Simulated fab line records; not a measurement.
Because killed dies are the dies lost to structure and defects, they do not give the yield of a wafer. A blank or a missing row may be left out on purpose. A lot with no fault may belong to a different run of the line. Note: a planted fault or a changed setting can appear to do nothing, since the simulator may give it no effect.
Which tool did it?	flow rit-cmos	7 lots with 21 wafers sampled at 2 steps, on a route of 202 steps

## WHAT THE GAUGES READ, wafer by wafer
RIT_FOX1_THK_MEAS_01.
lot	measured	on	FOX1_OXIDE_THK (nm)
L311	day 2 00:34	film-metro-04	346 346 349
L315	day 2 22:13	film-metro-01	346 347 348
L317	day 3 10:22	film-metro-04	338 347 337
L323	day 4 13:32	film-metro-04	355 362 362
L326	day 5 02:39	film-metro-04	387 390 390
L329	day 5 16:32	film-metro-01	358 361 356
L333	day 6 15:32	film-metro-01	354 354 358

## TOOL THAT RAN EACH LOT (tool first, then ch and the chambers of the sampled wafers, then the start)
lot	RIT_FOX1_OXIDATION_00
L311	furnace-04 ch 0, day 1 23:15
L315	furnace-03 ch 0, day 2 20:53
L317	furnace-01 ch 0, day 3 09:03
L323	furnace-03 ch 0, day 4 12:12
L326	furnace-04 ch 0, day 5 01:18
L329	furnace-03 ch 0, day 5 15:13
L333	furnace-03 ch 0, day 6 14:13
- RIT_FOX1_OXIDATION_00: target thk 350.7 nm, ox time 1130 s.

## THE ANSWER, worked out from the rows above alone
Rule: the lots themselves supply what counts as usual. Put in order of their means at a reading, lots are off if they are a third of the lots or fewer, leave a main group of 4 or more, and stand apart from it by a gap of 3 or more times the standard deviation of the main group's means; of several such gaps the widest counts. If all means in a main group match to the digits the tables above print for the reading, that group is not used. Also off: a lot with no number at a reading for which 4 or more lots have one. The other lots that the step has rows for count as sound.
Off: at RIT_FOX1_THK_MEAS_01 (FOX1_OXIDE_THK), L326. Main group: mean 351 nm, sd 6.9.
A tool fits if, at a process step before that reading, it ran every lot that is off, and no sound lot after the first of them. Those tools and the gauges at RIT_FOX1_THK_MEAS_01 are tried in the same way. Undecided on this evidence; 2 tools fit (furnace-04 at RIT_FOX1_OXIDATION_00, film-metro-04 at RIT_FOX1_THK_MEAS_01).

## WHAT WAS PUT IN BY THE SIMULATOR
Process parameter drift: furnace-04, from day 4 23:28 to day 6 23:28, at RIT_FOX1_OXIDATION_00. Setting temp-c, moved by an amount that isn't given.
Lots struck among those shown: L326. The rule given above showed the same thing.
